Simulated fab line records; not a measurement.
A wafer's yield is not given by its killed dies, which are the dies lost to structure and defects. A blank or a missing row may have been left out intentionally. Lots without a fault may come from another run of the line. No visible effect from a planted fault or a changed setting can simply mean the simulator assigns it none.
Which tool was responsible? :: flow berkeley cmos170 :: 18 wafers from 6 lots sampled at 2 of the route's 331 steps

== WHAT THE GAUGES SHOWED, per wafer ==
UCB170_ACTIVE_CD_MEAS_13 targets a cd of 1200 nm.
lot: L563
measured: day 5 03:28
on: cd sem-02
cd nm (nm): 1200.2 1199.9 1200.1

lot: L565
measured: day 5 03:02
on: cd sem-01
cd nm (nm): 1201.3 1202.8 1202.7

lot: L569
measured: day 6 02:49
on: cd sem-02
cd nm (nm): 1201.8 1201.7 1200.4

lot: L573
measured: day 6 15:08
on: cd sem-01
cd nm (nm): 1198.8 1200.6 1201.5

lot: L578
measured: day 7 22:42
on: cd sem-02
cd nm (nm): 1201.5 1202.2 1202.0

lot: L584
measured: day 9 03:11
on: cd sem-01
cd nm (nm): 1199.9 1200.6 1201.1

== WHICH TOOL RAN EACH LOT (tool, then ch and the chambers of the sampled wafers, then the start) ==
lot: L563
UCB170_ACTIVE_EXPOSE_10: krf scanner-01 ch 0, day 5 02:55

lot: L565
UCB170_ACTIVE_EXPOSE_10: krf scanner-01 ch 0, day 5 02:26

lot: L569
UCB170_ACTIVE_EXPOSE_10: krf scanner-02 ch 0, day 6 02:05

lot: L573
UCB170_ACTIVE_EXPOSE_10: krf scanner-02 ch 0, day 6 14:14

lot: L578
UCB170_ACTIVE_EXPOSE_10: krf scanner-02 ch 0, day 7 22:09

lot: L584
UCB170_ACTIVE_EXPOSE_10: krf scanner-01 ch 0, day 9 02:19
- UCB170_ACTIVE_EXPOSE_10: exposes mask ACTIVE, target cd 1200 nm.

== THE ANSWER, worked out from the rows above alone ==
Rule: usual is defined by the lots themselves. Put in order of their means at a reading, lots are off if they are a third of the lots or fewer, leave a main group of 4 or more, and stand apart from it by a gap of 3 or more times the standard deviation of the main group's means; of several such gaps the widest counts. A main group whose means are all the same, to the digits that the tables above print for the reading, isn't used. Also off: a lot with no number at a reading for which 4 or more lots have one. Where the step has rows for the other lots, those lots are counted as sound.
No lot is off at any reading shown: from this, nothing can be told.

== WHAT THE SIMULATOR PUT IN ==
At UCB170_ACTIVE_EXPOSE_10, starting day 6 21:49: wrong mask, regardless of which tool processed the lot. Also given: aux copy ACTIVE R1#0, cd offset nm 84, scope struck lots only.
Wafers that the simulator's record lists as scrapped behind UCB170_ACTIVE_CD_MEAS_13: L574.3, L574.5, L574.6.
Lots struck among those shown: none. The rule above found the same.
